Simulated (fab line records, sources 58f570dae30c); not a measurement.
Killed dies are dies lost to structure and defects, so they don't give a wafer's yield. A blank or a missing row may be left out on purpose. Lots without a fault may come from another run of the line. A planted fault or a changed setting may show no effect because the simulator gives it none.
Which tool did it? | flow berkeley_cmos170 | 7 lots, 21 wafers sampled, at 2 steps of a route of 331

WHAT THE GAUGES READ, wafer by wafer
UCB170_PWELL_TW_MEAS_17.
lot  | measured    | on            | PWELL_TW
L173 | day 4 01:05 | film_metro-02 | 373 376 375
L174 | day 4 21:31 | film_metro-02 | 378 376 377
L177 | day 5 08:35 | film_metro-04 | 383 382 380
L179 | day 5 19:20 | film_metro-02 | 463 465 465
L187 | day 7 09:12 | film_metro-02 | 376 378 375
L188 | day 7 17:15 | film_metro-04 | 382 383 382
L192 | day 8 05:37 | film_metro-02 | 379 377 377

WHICH TOOL RAN EACH LOT (tool, then ch and the chambers of the sampled wafers, then the start)
lot  | UCB170_PWELL_IMPLANT_15
L173 | implanter-02 ch 0, day 4 00:51
L174 | implanter-02 ch 0, day 4 21:18
L177 | implanter-04 ch 0, day 5 08:22
L179 | implanter-03 ch 0, day 5 18:47
L187 | implanter-02 ch 0, day 7 08:57
L188 | implanter-03 ch 0, day 7 17:00
L192 | implanter-04 ch 0, day 8 05:24
- UCB170_PWELL_IMPLANT_15

THE ANSWER, worked out from the rows above alone
Rule: what is usual is taken from the lots themselves. Put in order of their means at a reading, lots are off if they are a third of the lots or fewer, leave a main group of 4 or more, and stand apart from it by a gap of 3 or more times the standard deviation of the main group's means; of several such gaps the widest counts. A main group whose means are all the same, to the digits that the tables above print for the reading, isn't used. A lot without any number at a reading at which 4 lots or more have one is off too. The other lots that the step has rows for count as sound.
Off: L179, at UCB170_PWELL_TW_MEAS_17 (PWELL_TW). The main group: mean 378, standard deviation 2.8.
A tool fits if, at a process step before that reading, it ran every lot that is off, and no sound lot after the first of them. The gauges at UCB170_PWELL_TW_MEAS_17 are tried like those tools. None of those tried fits.

WHAT THE SIMULATOR HAD PUT IN
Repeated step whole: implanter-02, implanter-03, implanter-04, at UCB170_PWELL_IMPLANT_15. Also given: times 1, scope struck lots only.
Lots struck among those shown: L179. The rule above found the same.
